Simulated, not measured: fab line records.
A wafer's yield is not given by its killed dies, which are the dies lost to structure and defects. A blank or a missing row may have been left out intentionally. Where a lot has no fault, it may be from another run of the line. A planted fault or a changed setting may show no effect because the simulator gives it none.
Which tool is to blame? || flow rit-cmos || 21 wafers from 7 lots sampled at 2 of the route's 202 steps

## WHAT THE GAUGES SHOWED, per wafer
RIT_ACTIVE_CD_MEAS_11: the cd target is 1400 nm.
{"lot": "L863", "measured": "day 1 19:35", "on": "cd-sem-02", "cd-nm (nm)": "1402.0 1403.0 1402.5"}
{"lot": "L867", "measured": "day 2 15:32", "on": "cd-sem-02", "cd-nm (nm)": "1401.0 1403.2 1399.9"}
{"lot": "L869", "measured": "day 3 02:16", "on": "cd-sem-01", "cd-nm (nm)": "1401.4 1401.8 1400.7"}
{"lot": "L872", "measured": "day 3 16:58", "on": "cd-sem-02", "cd-nm (nm)": "1401.2 1400.4 1400.8"}
{"lot": "L874", "measured": "day 4 03:46", "on": "cd-sem-02", "cd-nm (nm)": "1393.0 1393.6 1395.5"}
{"lot": "L876", "measured": "day 4 12:53", "on": "cd-sem-02", "cd-nm (nm)": "1399.9 1398.4 1399.4"}
{"lot": "L885", "measured": "day 6 09:39", "on": "cd-sem-02", "cd-nm (nm)": "1394.5 1398.4 1397.4"}

## WHICH TOOL RAN EACH LOT (tool, then ch and the chambers of the sampled wafers, then the start)
{"lot": "L863", "RIT_ACTIVE_COAT_06": "litho-track-03 ch 0, day 1 18:46"}
{"lot": "L867", "RIT_ACTIVE_COAT_06": "litho-track-01 ch 0, day 2 14:50"}
{"lot": "L869", "RIT_ACTIVE_COAT_06": "litho-track-03 ch 0, day 3 01:34"}
{"lot": "L872", "RIT_ACTIVE_COAT_06": "litho-track-01 ch 0, day 3 16:08"}
{"lot": "L874", "RIT_ACTIVE_COAT_06": "litho-track-01 ch 0, day 4 02:56"}
{"lot": "L876", "RIT_ACTIVE_COAT_06": "litho-track-03 ch 0, day 4 12:11"}
{"lot": "L885", "RIT_ACTIVE_COAT_06": "litho-track-02 ch 0, day 6 08:58"}
- RIT_ACTIVE_COAT_06: resist thk 1000 nm.

## THE ANSWER, worked out from the rows above alone
Rule: the usual values come from the lots themselves. The widest of any qualifying gaps counts: lots, ordered by their means at a reading, are off when they make up no more than a third of the lots, leave a main group of 4 or more, and stand apart from it by 3 or more times the standard deviation of that group's means. The tables above print the reading to a certain number of digits; a main group whose means all agree to those digits is not used. Also off: a lot with no number at a reading for which 4 or more lots have one. The other lots that the step has rows for count as sound.
None of the lots is off at any reading shown; this tells nothing.

## WHAT HAD BEEN PUT IN BY THE SIMULATOR
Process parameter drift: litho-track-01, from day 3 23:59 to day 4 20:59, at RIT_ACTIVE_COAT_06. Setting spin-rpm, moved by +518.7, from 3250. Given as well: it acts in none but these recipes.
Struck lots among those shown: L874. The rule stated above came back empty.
